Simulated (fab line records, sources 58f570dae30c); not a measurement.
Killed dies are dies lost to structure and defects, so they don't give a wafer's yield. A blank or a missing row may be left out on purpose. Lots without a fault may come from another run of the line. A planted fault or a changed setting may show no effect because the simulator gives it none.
One fault seen from 2 desks | flow berkeley_cmos170 | each desk has only its own numbers; what lay behind them comes last

THE TOOL OWNER'S DESK: implanter-03
The tool's own readings at UCB170_NSD_IMPLANT_08: means of the sampled wafers that have a number, for each lot that ran on this tool. A lot is out of limits, marked OUT, if its mean lies more than 4 standard deviations from the usual mean; the brackets give that distance.
Columns: A = beam_energy_keV at UCB170_NSD_IMPLANT_08, usual 40.000; B = tilt_deg at UCB170_NSD_IMPLANT_08, usual 6.999 degrees
lot  | first seen here | A      | B
L207 | day 7 19:34     | 40.010 | 6.980
L213 | day 9 05:53     | 39.996 | 7.000
L217 | day 10 16:42    | 40.001 | 6.190 (-39) OUT
L219 | day 11 04:17    | 39.998 | 6.145 (-41) OUT
L222 | day 11 20:50    | 40.010 | 6.179 (-39) OUT
This desk's finding: out of limits on L217, L219, L222; first on L217, day 10 16:42 (tilt_deg at UCB170_NSD_IMPLANT_08). In limits: L207, L213.

THE METROLOGY DESK
What the gauges read, lot by lot, whatever tool the lot ran on: means of the sampled wafers that have a number. A lot is out of limits, marked OUT, if its mean lies more than 4 standard deviations from the usual mean; the brackets give that distance.
Columns: A = NSD_TW at UCB170_NSD_TW_MEAS_10, usual 4202; B = NSD_RS at UCB170_SDANNEAL_RS_MEAS_03, usual 37.30 ohm/sq; C = cd_nm at UCB170_CONTACT_CD_MEAS_90, usual 699.9 nm; D = cd_nm at UCB170_M1_CD_MEAS_09, usual 699.9 nm
lot  | first seen here | A    | B     | C     | D
L206 | day 7 19:42     | 4239 | 37.29 | 701.2 | 700.5
L207 | day 7 19:49     | 4092 | 37.27 | 699.6 | 698.8
L209 | day 8 18:17     | 4256 | 37.29 | 699.4 | 699.5
L213 | day 9 06:07     | 4133 | 37.21 | 700.6 | 698.9
L212 | day 9 06:20     | 4277 | 37.35 | 699.5 | 699.6
L211 | day 9 06:36     | 4133 | 37.28 | 699.6 | 700.7
L215 | day 10 15:59    | 4241 | 37.24 | 698.2 | 701.1
L217 | day 10 16:57    | 4136 | -     | 700.9 | 701.5
L219 | day 11 04:32    | 4197 | -     | 699.0 | 699.1
L222 | day 11 21:05    | 4208 | -     | 700.2 | 700.3
L220 | day 11 21:20    | 4214 | 37.34 | 698.0 | 701.8
L223 | day 12 08:07    | 4132 | 37.20 | 700.1 | 701.8
L227 | day 13 09:58    | 4261 | 37.19 | 700.2 | 698.8
L224 | day 13 16:20    | 4226 | 37.42 | 698.0 | 697.9
L229 | day 13 16:37    | 4137 | 37.24 | 699.3 | 699.5
This desk's finding: nothing out of limits on any of the 15 lots.

PUT TOGETHER
The tool owner's desk could have raised an alarm at day 10 16:42, on L217, L219, L222.
The metrology desk saw nothing out of limits.
The metrology desk has L217, L219, L222 on record, within its limits.
Of the lots named, all ran UCB170_NSD_IMPLANT_08 on implanter-03.

WHAT THE SIMULATOR HAD PUT IN
Process parameter drift: implanter-03, from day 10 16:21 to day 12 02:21, at UCB170_NSD_IMPLANT_08. Setting tilt_deg, moved by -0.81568, from 7. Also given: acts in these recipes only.
Lots struck among those shown: L217, L219, L222.
Hours from the fault's start to each desk's first reading out of limits: the tool owner's desk, 0.
